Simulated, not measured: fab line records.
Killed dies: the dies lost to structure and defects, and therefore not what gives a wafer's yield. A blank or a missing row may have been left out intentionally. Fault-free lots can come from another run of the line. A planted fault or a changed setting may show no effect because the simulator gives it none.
Which tool did it? -- flow berkeley cmos170 -- 21 wafers from 7 lots sampled at 3 of the route's 331 steps

== WHAT EACH GAUGE READ, for each wafer ==
UCB170_PSD_TW_MEAS_10.
lot,measured,on,PSD_TW
L783,day 8 01:58,film metro-01,2343 2339 2348
L787,day 8 15:58,film metro-02,2339 2344 2336
L790,day 9 08:34,film metro-01,2340 2341 2351
L792,day 9 14:02,film metro-02,2329 2337 2325
L794,day 10 11:17,film metro-02,2330 2333 2310
L801,day 11 10:11,film metro-04,2311 2312 2311
L806,day 12 09:34,film metro-02,30 30 30 30 30 30

== TOOL THAT RAN EACH LOT (tool first, then ch and the chambers of the sampled wafers, then the start) ==
lot,UCB170_NLDD_STRIP_10,UCB170_PSD_STRIP_09
L783,"plasma asher-04 ch 0,1, day 7 17:58","plasma asher-01 ch 0,1, day 8 01:52"
L787,"plasma asher-04 ch 0,1, day 8 06:35","plasma asher-01 ch 0,1, day 8 15:52"
L790,"plasma asher-03 ch 0,1, day 9 00:46","plasma asher-04 ch 0,1, day 9 08:28"
L792,"plasma asher-03 ch 0,1, day 9 06:08","plasma asher-01 ch 0,1, day 9 13:56"
L794,"plasma asher-03 ch 0,1, day 10 03:01","plasma asher-01 ch 0,1, day 10 11:11"
L801,"plasma asher-01 ch 1, day 11 03:20","plasma asher-01 ch 0,1, day 11 10:05"
L806,"plasma asher-03 ch 0,1, day 12 00:19","plasma asher-01 ch 0,1, day 12 09:29"
- UCB170_NLDD_STRIP_10: strips in O2.
- UCB170_PSD_STRIP_09: strips in O2.

== THE ANSWER, worked out from the rows above alone ==
Rule: the usual values come from the lots themselves. The widest of any qualifying gaps counts: lots, ordered by their means at a reading, are off when they make up no more than a third of the lots, leave a main group of 4 or more, and stand apart from it by 3 or more times the standard deviation of that group's means. A main group is skipped when, at the precision printed for the reading in the tables above, its means are all equal. A lot without any number at a reading at which 4 lots or more have one is off too. The other lots that the step has rows for count as sound.
Off: L806, seen at UCB170_PSD_TW_MEAS_10 (PSD_TW). Mean 2332 and standard deviation 12 in the main group.
If a tool, at a process step before that reading, ran all the lots that are off and no sound lot after the first of them, it fits. The gauges at UCB170_PSD_TW_MEAS_10 are tried like those tools. Can't be told from this: 3 tools fit, plasma asher-03 at UCB170_NLDD_STRIP_10, plasma asher-01 at UCB170_PSD_STRIP_09, film metro-02 at UCB170_PSD_TW_MEAS_10.

== WHAT THE SIMULATOR PUT IN ==
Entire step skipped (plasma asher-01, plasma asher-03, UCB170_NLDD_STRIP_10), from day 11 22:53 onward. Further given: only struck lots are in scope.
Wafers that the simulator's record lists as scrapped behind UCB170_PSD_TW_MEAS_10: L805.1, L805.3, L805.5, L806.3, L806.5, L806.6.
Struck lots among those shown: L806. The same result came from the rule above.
